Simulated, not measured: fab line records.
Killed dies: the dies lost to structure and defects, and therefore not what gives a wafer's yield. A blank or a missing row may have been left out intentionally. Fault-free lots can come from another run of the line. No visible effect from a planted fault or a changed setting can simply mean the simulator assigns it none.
fab line records	flow rit_cmos	part 1 of 2: steps 1 to 39 of 53
[record] lots = 5	wafers = 15	last_day = 7
route steps=202 shown NLDD@106 PLDD@114 SPACER@125 NSD@131 PSD@142 SDANNEAL@153
lots that met no fault: taken from a fault-free run of the same line
start_h: hours from the record's first day to the start of the lot's first wafer shown	wait_h: hours elapsed since this lot's preceding step	" repeats the value in the row above	L1.1+2: a row that stands for several wafers	- no value present, or no start provided	* or withheld: withheld	< > ~ a bound
route shown NAME@n: NAME is a module with steps in the file, n the number in the route of the first one	usual: mean/standard deviation of fault-free wafers	same: alike in all rows	chamber/n: place in a boat	sites: per-site readings	_std_site: how widely they spread, as a standard deviation	_edge_site: the outer-site mean with the inner-site mean subtracted	radius_mm: how far each site lies from the wafer's centre	mask NAME#n: copy n	behind: the most recent tool/chamber to have shaped the wafer	hold: what put the lot on hold/how long, in hours/how the hold closed	device: whichever transistor did not switch (one of n, p or np)	end of line: the same wafers' tests at the end of the route	for a step that has no rows: nothing shown but its recipe	killed: not the wafer's yield, but the dies lost to structure and defects at the first sort	map: the dies of a wafer, with x for killed, . for not killed, _ for no die there
set.NAME: setting as actually run; set.NAME@STEP: the setting as run at that earlier step	model.NAME: the simulator's own value behind a step, which no gauge read
lots at some steps of the route; a table a step, a row a wafer
services: the hour from which a tool's chamber was out of use, counted from the record's first day as start_h (under 0 if before that day), plus the number of hours and why
[[steps]]
[step RIT_NLDD_EXPOSE_03]
[recipe] mask_id = M7	na = 0.57	target_cd_nm = 40700	dose_mj = 250
lot.wafer	tool	chamber	start_h	wait_h	mask
L076.1+2+6	iline_stepper-02	0	57.83	0.1	M7#0
L078.4+5+6	iline_stepper-02	0	69.75	0.1	M7#0
L088.2+3+4	iline_stepper-01	0	127.26	0.2	M7#0
L092.1+3+4	iline_stepper-01	0	139.10	0.1	M7#0
L096.3+5+6	iline_stepper-02	0	153.19	0.2	M7#0
[step RIT_NLDD_PEB_04]
[recipe] resist = NOVOLAK	temp_c = withheld	time_s = withheld
lot.wafer	tool	chamber	start_h	wait_h
L076.1+2+6	litho_track-01	0	57.95	0.1
L078.4+5+6	litho_track-01	0	69.88	0.1
L088.2+3+4	litho_track-03	0	127.38	0.1
L092.1+3+4	litho_track-03	0	139.22	0.1
L096.3+5+6	litho_track-01	0	153.48	0.3
[step RIT_NLDD_DEVELOP_05]
[recipe] resist = NOVOLAK	develop_time_s = 50	dev_temp_c = 23
lot.wafer	tool	chamber	start_h	wait_h
L076.1+2+6	litho_track-01	0	-	-
L078.4+5+6	litho_track-01	0	-	-
L088.2+3+4	litho_track-03	0	-	-
L092.1+3+4	litho_track-03	0	-	-
L096.3+5+6	litho_track-01	0	-	-
[step RIT_NLDD_OVL_MEAS_06]
[usual] NLDD_OVL = -0.2/1.3
lot.wafer	tool	chamber	start_h	wait_h	NLDD_OVL[nm]
L076.1	overlay-01	-	58.23	-	1.9
L076.2	"	-	"	"	1.4
L076.6	"	-	"	"	0.3
L078.4	overlay-01	-	70.11	-	0.5
L078.5	"	-	"	"	-0.9
L078.6	"	-	"	"	-0.6
L088.2	overlay-02	-	127.65	-	-1.8
L088.3	"	-	"	"	-2.2
L088.4	"	-	"	"	-1.6
L092.1	overlay-02	-	139.50	-	0.6
L092.3	"	-	"	"	1.4
L092.4	"	-	"	"	1.1
L096.3	overlay-02	-	153.72	-	-1.5
L096.5	"	-	"	"	0.1
L096.6	"	-	"	"	-0.5
[step RIT_NLDD_HARDBAKE_07]
[recipe] resist = NOVOLAK	temp_c = 140	time_s = 60
lot.wafer	tool	chamber	start_h	wait_h
L076.1+2+6	litho_track-04	0	58.27	0.0
L078.4+5+6	litho_track-04	0	70.20	0.1
L088.2+3+4	litho_track-01	0	127.72	0.1
L092.1+3+4	litho_track-03	0	139.54	0.0
L096.3+5+6	litho_track-04	0	153.80	0.1
[step RIT_NLDD_IMPLANT_08]
[recipe] species = P	energy_kev = 20	dose_cm2 = 5e+14	tilt_deg = 6.717
lot.wafer	tool	chamber	start_h	wait_h
L076.1+2+6	implanter-04	0	58.42	0.1
L078.4+5+6	implanter-04	0	70.35	0.1
L088.2+3+4	implanter-01	0	127.87	0.1
L092.1+3+4	implanter-04	0	139.69	0.1
L096.3+5+6	implanter-04	0	153.95	0.1
[step RIT_NLDD_STRIP_09]
[recipe] chemistry = O2	time_s = 180	resist = NOVOLAK	platen_temp_c = withheld	power_w = 500	pressure_mtorr = 4000	o2_flow_sccm = 4000
[usual] drypump_motor_current_A = 5.77/0.28
lot.wafer	tool	chamber	start_h	wait_h	drypump_motor_current_A	rf_hours_counter_h
L076.1	plasma_asher-04	0	58.57	0.1	6.18	23
L076.2	"	1	"	"	5.48	23
L076.6	"	0	"	"	6.17	-
L078.4	plasma_asher-04	0	70.48	0.1	6.21	-
L078.5	"	1	"	"	5.50	-
L078.6	"	0	"	"	6.19	-
L088.2	plasma_asher-03	1	127.99	0.1	5.65	50
L088.3	"	0	"	"	5.87	-
L088.4	"	1	"	"	5.67	-
L092.1	plasma_asher-04	1	139.84	0.1	5.47	36
L092.3	"	1	"	"	5.50	-
L092.4	"	0	"	"	6.21	-
L096.3	plasma_asher-02	1	154.11	0.1	5.42	-
L096.5	"	0	"	"	6.02	-
L096.6	"	1	"	"	5.43	-
[step RIT_NLDD_TW_MEAS_10]
[usual] NLDD_TW = 2476/20
lot.wafer	tool	chamber	start_h	wait_h	NLDD_TW
L076.1	film_metro-01	-	58.74	0.1	2461
L076.2	"	-	"	"	2462
L076.6	"	-	"	"	2471
L078.4	film_metro-01	-	70.63	0.1	2459
L078.5	"	-	"	"	2461
L078.6	"	-	"	"	2467
L088.2	film_metro-01	-	128.18	0.1	2483
L088.3	"	-	"	"	2493
L088.4	"	-	"	"	2501
L092.1	film_metro-04	-	140.01	0.1	2516
L092.3	"	-	"	"	2505
L092.4	"	-	"	"	2507
L096.3	film_metro-04	-	154.24	0.1	2487
L096.5	"	-	"	"	2481
L096.6	"	-	"	"	2510
[step RIT_PLDD_HMDS_00]
[recipe] prime_time_s = 60	prime_temp_c = 140
lot.wafer	tool	chamber	start_h	wait_h
L076.1+2+6	litho_track-01	0	58.80	0.1
L078.4+5+6	litho_track-04	0	70.74	0.1
L088.2+3+4	litho_track-01	0	128.25	0.1
L092.1+3+4	litho_track-02	0	140.22	0.2
L096.3+5+6	litho_track-01	0	154.33	0.1
[step RIT_PLDD_COAT_01]
[recipe] resist = NOVOLAK	spin_rpm = 3250	resist_thk_nm = 1000
lot.wafer	tool	chamber	start_h	wait_h
L076.1+2+6	litho_track-01	0	58.95	0.1
L078.4+5+6	litho_track-04	0	70.89	0.1
L088.2+3+4	litho_track-01	0	128.40	0.1
L092.1+3+4	litho_track-02	0	140.37	0.1
L096.3+5+6	litho_track-01	0	154.48	0.1
[step RIT_PLDD_SOFTBAKE_02]
[recipe] resist = NOVOLAK	temp_c = 90	time_s = 60
lot.wafer	tool	chamber	start_h	wait_h
L076.1+2+6	litho_track-01	0	59.10	0.1
L078.4+5+6	litho_track-04	0	71.04	0.1
L088.2+3+4	litho_track-01	0	128.55	0.1
L092.1+3+4	litho_track-02	0	140.52	0.1
L096.3+5+6	litho_track-01	0	154.63	0.1
[step RIT_PLDD_EXPOSE_03]
[recipe] mask_id = M8	na = 0.57	target_cd_nm = 40900	dose_mj = 250
lot.wafer	tool	chamber	start_h	wait_h	mask
L076.1+2+6	iline_stepper-02	0	59.30	0.2	M8#0
L078.4+5+6	iline_stepper-01	0	71.17	0.1	M8#0
L088.2+3+4	iline_stepper-01	0	128.82	0.2	M8#0
L092.1+3+4	iline_stepper-02	0	140.67	0.1	M8#0
L096.3+5+6	iline_stepper-01	0	154.77	0.1	M8#0
[step RIT_PLDD_PEB_04]
[recipe] resist = NOVOLAK	temp_c = withheld	time_s = withheld
lot.wafer	tool	chamber	start_h	wait_h
L076.1+2+6	litho_track-02	0	59.41	0.1
L078.4+5+6	litho_track-04	0	71.30	0.1
L088.2+3+4	litho_track-01	0	128.94	0.1
L092.1+3+4	litho_track-01	0	140.97	0.3
L096.3+5+6	litho_track-01	0	154.90	0.1
[step RIT_PLDD_DEVELOP_05]
[recipe] resist = NOVOLAK	develop_time_s = 50	dev_temp_c = 23
lot.wafer	tool	chamber	start_h	wait_h
L076.1+2+6	litho_track-02	0	-	-
L078.4+5+6	litho_track-04	0	-	-
L088.2+3+4	litho_track-01	0	-	-
L092.1+3+4	litho_track-01	0	-	-
L096.3+5+6	litho_track-01	0	-	-
[step RIT_PLDD_OVL_MEAS_06]
[usual] PLDD_OVL = -0.2/1.6
lot.wafer	tool	chamber	start_h	wait_h	PLDD_OVL[nm]
L076.1	overlay-01	-	59.70	-	0.8
L076.2	"	-	"	"	0.8
L076.6	"	-	"	"	-0.6
L078.4	overlay-01	-	71.53	-	-0.7
L078.5	"	-	"	"	-0.4
L078.6	"	-	"	"	1.1
L088.2	overlay-01	-	129.21	-	-3.3
L088.3	"	-	"	"	-5.5
L088.4	"	-	"	"	-3.5
L092.1	overlay-02	-	141.26	-	-0.2
L092.3	"	-	"	"	1.4
L092.4	"	-	"	"	-0.8
L096.3	overlay-02	-	155.15	-	-1.3
L096.5	"	-	"	"	-2.5
L096.6	"	-	"	"	-0.5
[step RIT_PLDD_HARDBAKE_07]
[recipe] resist = NOVOLAK	temp_c = 140	time_s = 60
lot.wafer	tool	chamber	start_h	wait_h
L076.1+2+6	litho_track-01	0	59.73	0.0
L078.4+5+6	litho_track-04	0	71.62	0.1
L088.2+3+4	litho_track-02	0	129.39	0.2
L092.1+3+4	litho_track-02	0	141.43	0.2
L096.3+5+6	litho_track-01	0	155.22	0.1
[step RIT_PLDD_IMPLANT_08]
[recipe] species = BF2	energy_kev = 20	dose_cm2 = 9e+14	tilt_deg = 7
lot.wafer	tool	chamber	start_h	wait_h
L076.1+2+6	implanter-04	0	59.88	0.1
L078.4+5+6	implanter-03	0	71.77	0.1
L088.2+3+4	implanter-04	0	129.54	0.1
L092.1+3+4	implanter-02	0	141.58	0.1
L096.3+5+6	implanter-02	0	155.37	0.1
[step RIT_PLDD_STRIP_09]
[recipe] chemistry = O2	time_s = 180	resist = NOVOLAK	platen_temp_c = withheld	power_w = 500	pressure_mtorr = 4000	o2_flow_sccm = 4000
[usual] drypump_motor_current_A = 5.9/0.41
lot.wafer	tool	chamber	start_h	wait_h	drypump_motor_current_A	rf_hours_counter_h
L076.1	plasma_asher-04	1	60.03	0.1	5.5	24
L076.2	"	0	"	"	6.2	24
L076.6	"	1	"	"	5.5	-
L078.4	plasma_asher-01	1	71.90	0.1	6.5	-
L078.5	"	1	"	"	6.5	-
L078.6	"	0	"	"	5.4	-
L088.2	plasma_asher-01	0	129.67	0.1	5.5	0
L088.3	"	0	"	"	5.5	-
L088.4	"	1	"	"	6.5	-
L092.1	plasma_asher-01	1	141.73	0.1	6.5	2
L092.3	"	1	"	"	6.5	-
L092.4	"	0	"	"	5.4	-
L096.3	plasma_asher-04	0	155.53	0.1	6.2	-
L096.5	"	1	"	"	5.5	-
L096.6	"	0	"	"	6.2	-
[step RIT_PLDD_TW_MEAS_10]
[usual] PLDD_TW = 2342/17
lot.wafer	tool	chamber	start_h	wait_h	PLDD_TW
L076.1	film_metro-02	-	60.21	0.1	2315
L076.2	"	-	"	"	2286
L076.6	"	-	"	"	2311
L078.4	film_metro-01	-	72.05	0.1	2351
L078.5	"	-	"	"	2344
L078.6	"	-	"	"	2338
L088.2	film_metro-04	-	129.85	0.1	2368
L088.3	"	-	"	"	2355
L088.4	"	-	"	"	2371
L092.1	film_metro-01	-	141.91	0.1	2350
L092.3	"	-	"	"	2339
L092.4	"	-	"	"	2352
L096.3	film_metro-02	-	155.66	0.1	2333
L096.5	"	-	"	"	2332
L096.6	"	-	"	"	2333
[step RIT_SPACER_CLEAN_00]
[recipe] chemistry = SC1	mix = 3:3:50	time_s = 600	temp_c = 75
lot.wafer	tool	chamber	start_h	wait_h
L076.1+2+6	wet_bench-01	2	60.27	0.1
L078.4+5+6	wet_bench-04	0	72.08	0.0
L088.2+3+4	wet_bench-01	2	129.90	0.0
L092.1+3+4	wet_bench-04	0	141.97	0.1
L096.3+5+6	wet_bench-01	2	155.70	0.0
[step RIT_SPACER_CLEAN_01]
[recipe] chemistry = dHF	dilution = 50:1	time_s = 30
lot.wafer	tool	chamber	start_h	wait_h
L076.1+2+6	wet_bench-04	0	60.44	0.0
L078.4+5+6	wet_bench-02	3	72.27	0.0
L088.2+3+4	wet_bench-02	3	130.08	0.0
L092.1+3+4	wet_bench-02	2	142.14	0.0
L096.3+5+6	wet_bench-02	1	155.88	0.0
[step RIT_SPACER_CLEAN_02]
[recipe] chemistry = SC2	mix = 3:3:50	time_s = 600	temp_c = 75	dry = n2_spin
lot.wafer	tool	chamber	start_h	wait_h
L076.1+2+6	wet_bench-02	3	60.46	0.0
L078.4+5+6	wet_bench-01	0	72.29	0.0
L088.2+3+4	wet_bench-04	0	130.10	0.0
L092.1+3+4	wet_bench-01	2	142.16	0.0
L096.3+5+6	wet_bench-01	1	155.90	0.0
[step RIT_SPACER_CVD_03]
[recipe] material = Si3N4	target_thk_nm = 250	temp_c = 810	precursor = SiH2Cl2/NH3	time_s = 3232	pressure_mtorr = 300	sih2cl2_flow_sccm = 60	nh3_flow_sccm = 150
lot.wafer	tool	chamber	start_h	wait_h
L076.1+2+6	lpcvd-01	0	60.73	0.1
L078.4+5+6	lpcvd-02	1	72.47	0.0
L088.2+3+4	lpcvd-02	0	130.27	0.0
L092.1+3+4	lpcvd-01	1	142.34	0.0
L096.3+5+6	lpcvd-02	0	157.48	1.4
[step RIT_SPACER_THK_MEAS_04]
[recipe] reads = Si3N4_of_SPACER_CVD_03
[usual] SPACER_NITRIDE_THK = 244.1/2.1
lot.wafer	tool	chamber	start_h	wait_h	SPACER_NITRIDE_THK[nm]
L076.1	film_metro-01	-	62.65	0.0	242.0
L076.2	"	-	"	"	242.3
L076.6	"	-	"	"	243.8
L078.4	film_metro-03	-	74.41	0.0	243.6
L078.5	"	-	"	"	243.4
L078.6	"	-	"	"	243.3
L088.2	film_metro-03	-	132.20	0.0	238.5
L088.3	"	-	"	"	242.7
L088.4	"	-	"	"	241.5
L092.1	film_metro-02	-	144.25	0.0	244.2
L092.3	"	-	"	"	244.4
L092.4	"	-	"	"	242.2
L096.3	film_metro-02	-	159.42	0.0	241.5
L096.5	"	-	"	"	242.0
L096.6	"	-	"	"	243.3
[step RIT_SPACER_ETCHBACK_05]
[recipe] target_depth_a = 2500	SF6_flow_sccm = 30	CHF3_flow_sccm = 30	target = Si3N4	chemistry = SF6/CHF3	pressure_mtorr = 40	rf_w = 250	time_s = 240	stop_on = SiO2
[usual] drypump_motor_current_A = 5.6/0.4	oes_product_au = 0.827/0.013	throttle_valve_pct = 10.26/0.15
lot.wafer	tool	chamber	start_h	wait_h	drypump_motor_current_A	oes_product_au	rf_hours_counter_h	throttle_valve_pct
L076.1	rie_diel-03	2	62.71	0.1	6.1	0.832	163	10.04
L076.2	"	1	"	"	5.3	0.813	4	10.11
L076.6	"	3	"	"	5.7	0.839	-	10.27
L078.4	rie_diel-04	2	74.44	0.0	5.8	0.816	7	10.60
L078.5	"	3	"	"	5.8	0.848	-	10.22
L078.6	"	0	"	"	6.2	0.840	-	10.34
L088.2	rie_diel-04	1	132.25	0.0	4.9	0.825	119	10.19
L088.3	"	0	"	"	6.2	0.827	14	10.35
L088.4	"	2	"	"	5.8	0.810	8	10.59
L092.1	rie_diel-02	1	144.31	0.1	4.8	0.822	109	10.50
L092.3	"	0	"	"	6.0	0.838	12	10.17
L092.4	"	2	"	"	5.7	0.801	70	10.24
L096.3	rie_diel-03	0	159.46	0.0	5.3	0.808	8	10.37
L096.5	"	0	"	"	5.3	0.813	-	10.39
L096.6	"	1	"	"	5.3	0.819	-	10.13
[step RIT_NSD_HMDS_00]
[recipe] prime_time_s = 60	prime_temp_c = 140
lot.wafer	tool	chamber	start_h	wait_h
L076.1+2+6	litho_track-04	0	62.86	0.1
L078.4+5+6	litho_track-04	0	74.67	0.1
L088.2+3+4	litho_track-04	0	132.42	0.1
L092.1+3+4	litho_track-03	0	144.46	0.1
L096.3+5+6	litho_track-03	0	159.66	0.1
[step RIT_NSD_COAT_01]
[recipe] resist = NOVOLAK	spin_rpm = 3250	resist_thk_nm = 1000
lot.wafer	tool	chamber	start_h	wait_h
L076.1+2+6	litho_track-04	0	63.01	0.1
L078.4+5+6	litho_track-04	0	74.82	0.1
L088.2+3+4	litho_track-04	0	132.57	0.1
L092.1+3+4	litho_track-03	0	144.61	0.1
L096.3+5+6	litho_track-03	0	159.81	0.1
[step RIT_NSD_SOFTBAKE_02]
[recipe] resist = NOVOLAK	temp_c = 90	time_s = 60
lot.wafer	tool	chamber	start_h	wait_h
L076.1+2+6	litho_track-04	0	63.16	0.1
L078.4+5+6	litho_track-04	0	74.97	0.1
L088.2+3+4	litho_track-04	0	132.72	0.1
L092.1+3+4	litho_track-03	0	144.76	0.1
L096.3+5+6	litho_track-03	0	159.96	0.1
[step RIT_NSD_EXPOSE_03]
[recipe] mask_id = M9	na = 0.57	target_cd_nm = 40700	dose_mj = 250
lot.wafer	tool	chamber	start_h	wait_h	mask
L076.1+2+6	iline_stepper-02	0	63.31	0.1	M9#0
L078.4+5+6	iline_stepper-01	0	75.10	0.1	M9#0
L088.2+3+4	iline_stepper-01	0	132.99	0.2	M9#0
L092.1+3+4	iline_stepper-02	0	145.04	0.2	M9#0
L096.3+5+6	iline_stepper-02	0	160.22	0.2	M9#0
[step RIT_NSD_PEB_04]
[recipe] resist = NOVOLAK	temp_c = withheld	time_s = withheld
lot.wafer	tool	chamber	start_h	wait_h
L076.1+2+6	litho_track-04	0	63.43	0.1
L078.4+5+6	litho_track-04	0	75.23	0.1
L088.2+3+4	litho_track-04	0	133.11	0.1
L092.1+3+4	litho_track-04	0	145.15	0.1
L096.3+5+6	litho_track-03	0	160.35	0.1
[step RIT_NSD_DEVELOP_05]
[recipe] resist = NOVOLAK	develop_time_s = 50	dev_temp_c = 23
lot.wafer	tool	chamber	start_h	wait_h
L076.1+2+6	litho_track-04	0	-	-
L078.4+5+6	litho_track-04	0	-	-
L088.2+3+4	litho_track-04	0	-	-
L092.1+3+4	litho_track-04	0	-	-
L096.3+5+6	litho_track-03	0	-	-
[step RIT_NSD_OVL_MEAS_06]
[usual] NSD_OVL = -0.5/1.2
lot.wafer	tool	chamber	start_h	wait_h	NSD_OVL[nm]
L076.1	overlay-02	-	63.71	-	-0.9
L076.2	"	-	"	"	-0.4
L076.6	"	-	"	"	-2.4
L078.4	overlay-01	-	75.46	-	-1.2
L078.5	"	-	"	"	0.6
L078.6	"	-	"	"	-1.8
L088.2	overlay-02	-	133.38	-	-0.8
L088.3	"	-	"	"	0.2
L088.4	"	-	"	"	1.2
L092.1	overlay-02	-	145.44	-	-0.2
L092.3	"	-	"	"	-3.2
L092.4	"	-	"	"	-1.3
L096.3	overlay-01	-	160.60	-	-2.0
L096.5	"	-	"	"	0.3
L096.6	"	-	"	"	0.0
[step RIT_NSD_HARDBAKE_07]
[recipe] resist = NOVOLAK	temp_c = 140	time_s = 60
lot.wafer	tool	chamber	start_h	wait_h
L076.1+2+6	litho_track-03	0	63.75	0.0
L078.4+5+6	litho_track-03	0	75.55	0.1
L088.2+3+4	litho_track-02	0	133.43	0.0
L092.1+3+4	litho_track-03	0	145.47	0.0
L096.3+5+6	litho_track-03	0	160.67	0.1
[step RIT_NSD_IMPLANT_08]
[recipe] species = P	energy_kev = 25	dose_cm2 = 1e+15	tilt_deg = 6.664
lot.wafer	tool	chamber	start_h	wait_h
L076.1+2+6	implanter-03	0	63.90	0.1
L078.4+5+6	implanter-01	0	75.70	0.1
L088.2+3+4	implanter-01	0	133.58	0.1
L092.1+3+4	implanter-03	0	145.62	0.1
L096.3+5+6	implanter-04	0	160.82	0.1
[step RIT_NSD_STRIP_09]
[recipe] chemistry = O2	time_s = 180	resist = NOVOLAK	platen_temp_c = withheld	power_w = 500	pressure_mtorr = 4000	o2_flow_sccm = 4000
[usual] drypump_motor_current_A = 5.8/0.38
lot.wafer	tool	chamber	start_h	wait_h	drypump_motor_current_A	rf_hours_counter_h
L076.1	plasma_asher-03	0	64.05	0.1	5.9	43
L076.2	"	1	"	"	5.7	43
L076.6	"	0	"	"	5.9	-
L078.4	plasma_asher-03	0	75.84	0.1	5.8	-
L078.5	"	0	"	"	5.8	-
L078.6	"	1	"	"	5.7	-
L088.2	plasma_asher-01	1	133.71	0.1	6.5	1
L088.3	"	0	"	"	5.4	-
L088.4	"	1	"	"	6.5	-
L092.1	plasma_asher-02	1	145.77	0.1	5.4	46
L092.3	"	1	"	"	5.4	-
L092.4	"	0	"	"	6.1	-
L096.3	plasma_asher-01	0	160.98	0.1	5.5	-
L096.5	"	1	"	"	6.5	-
L096.6	"	0	"	"	5.4	-
[step RIT_NSD_TW_MEAS_10]
[usual] NSD_TW = 3114/24
lot.wafer	tool	chamber	start_h	wait_h	NSD_TW
L076.1	film_metro-02	-	64.22	0.1	3086
L076.2	"	-	"	"	3051
L076.6	"	-	"	"	3066
L078.4	film_metro-01	-	75.98	0.1	3098
L078.5	"	-	"	"	3105
L078.6	"	-	"	"	3117
L088.2	film_metro-04	-	133.89	0.1	3126
L088.3	"	-	"	"	3129
L088.4	"	-	"	"	3140
L092.1	film_metro-04	-	145.95	0.1	3138
L092.3	"	-	"	"	3135
L092.4	"	-	"	"	3123
L096.3	film_metro-04	-	161.12	0.1	3129
L096.5	"	-	"	"	3119
L096.6	"	-	"	"	3133
[step RIT_PSD_HMDS_00]
[recipe] prime_time_s = 60	prime_temp_c = 140
lot.wafer	tool	chamber	start_h	wait_h
L076.1+2+6	litho_track-02	0	64.51	0.3
L078.4+5+6	litho_track-02	0	76.09	0.1
L088.2+3+4	litho_track-03	0	133.97	0.1
L092.1+3+4	litho_track-02	0	146.01	0.1
L096.3+5+6	litho_track-01	0	161.21	0.1
[step RIT_PSD_COAT_01]
[recipe] resist = NOVOLAK	spin_rpm = 3250	resist_thk_nm = 1000
lot.wafer	tool	chamber	start_h	wait_h
L076.1+2+6	litho_track-02	0	64.66	0.1
L078.4+5+6	litho_track-02	0	76.24	0.1
L088.2+3+4	litho_track-03	0	134.12	0.1
L092.1+3+4	litho_track-02	0	146.16	0.1
L096.3+5+6	litho_track-01	0	161.36	0.1
[step RIT_PSD_SOFTBAKE_02]
[recipe] resist = NOVOLAK	temp_c = 90	time_s = 60
lot.wafer	tool	chamber	start_h	wait_h
L076.1+2+6	litho_track-02	0	64.81	0.1
L078.4+5+6	litho_track-02	0	76.39	0.1
L088.2+3+4	litho_track-03	0	134.27	0.1
L092.1+3+4	litho_track-02	0	146.31	0.1
L096.3+5+6	litho_track-01	0	161.51	0.1
